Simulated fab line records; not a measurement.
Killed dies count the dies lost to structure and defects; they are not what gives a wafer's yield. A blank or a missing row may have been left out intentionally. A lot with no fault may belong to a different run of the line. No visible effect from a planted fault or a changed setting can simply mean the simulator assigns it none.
Code-filled problem report in 8D (eight disciplines) form || flow berkeley_cmos170 || the parts of the form that need people (team, actions taken, sign-off) are left out

1. WHAT IS WRONG
Mean of exposure_dose_mJ_cm2 at UCB170_M3_EXPOSE_12: 26.283 across 6 wafers in 2 lots; on wafers with no fault it is 25.948 (standard deviation 0.028). Relative to the usual mean, that is a shift of +12 standard deviations.
The step: exposes mask METAL3, target cd 700 nm.
First observed at day 9 03:28: wafer L971.1, on krf_scanner-01. The record holds 42 wafers of 14 lots with a number at this step. Rule for "out" (also "out of limits"): further than 4 standard deviations from the usual mean. All remaining wafers that have a number are taken as sound.

2. WHAT IT IS; WHAT IT IS NOT
{"question": "which readings at this step", "is": "exposure_dose_mJ_cm2", "is not": "-"}
{"question": "which lots", "is": "L971, L972", "is not": "L960, L961, L963, L967, L969, L975, L977, L978, L979, L981, L982, L983"}
{"question": "which wafers of those lots", "is": "all that have a number", "is not": "-"}
{"question": "read on which tools", "is": "krf_scanner-01", "is not": "krf_scanner-02"}
{"question": "when", "is": "from day 9 03:28", "is not": "up to then (15 sound wafers); but 21 sound wafers of L975, L977, L978, L979, L981, L982, L983 came after"}

3. WHAT RULES OUT EACH SUSPECT
Counting: a tool stays on the suspect list if, at a process step up to the reading, it processed all lots that are out and no sound lot following the first of them.
- krf_scanner-01 at UCB170_M3_EXPOSE_12 (exposes mask METAL3, target cd 700 nm): ruled out as a lasting fault. The sound lots L983, L982 went through it after L971, its earliest lot that is out (day 9 03:28).
Left after counting: nothing in the record.

4. THE CAUSE (what the simulator had put in)
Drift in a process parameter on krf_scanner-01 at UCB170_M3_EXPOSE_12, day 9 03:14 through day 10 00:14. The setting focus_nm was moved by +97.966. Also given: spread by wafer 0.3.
Counting ruled it out, wrongly.

5. SEQUENCE OF EFFECTS, ordered by route
Rows list readings where the struck wafers' mean (over those with a number) sits beyond 3 standard deviations from the usual. Scope: only readings with a usual standard deviation given in the record; hours: median across lots of the time from each lot's start at the first step in this table that gives one to its start at this step; sigmas: change in usual standard deviations.
{"hours": 0, "step": "UCB170_M3_EXPOSE_12", "reading": "exposure_dose_mJ_cm2", "usual": 25.948, "on struck wafers": 26.283, "change": "+0.335", "sigmas": "+12"}
Its process steps:
- UCB170_M3_EXPOSE_12: exposes mask METAL3, target cd 700 nm.

6. HOW IT WOULD HAVE BEEN CAUGHT EARLIER
In this record the first reading out of limits was taken at day 9 03:28, 0 hours after the fault began at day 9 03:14.
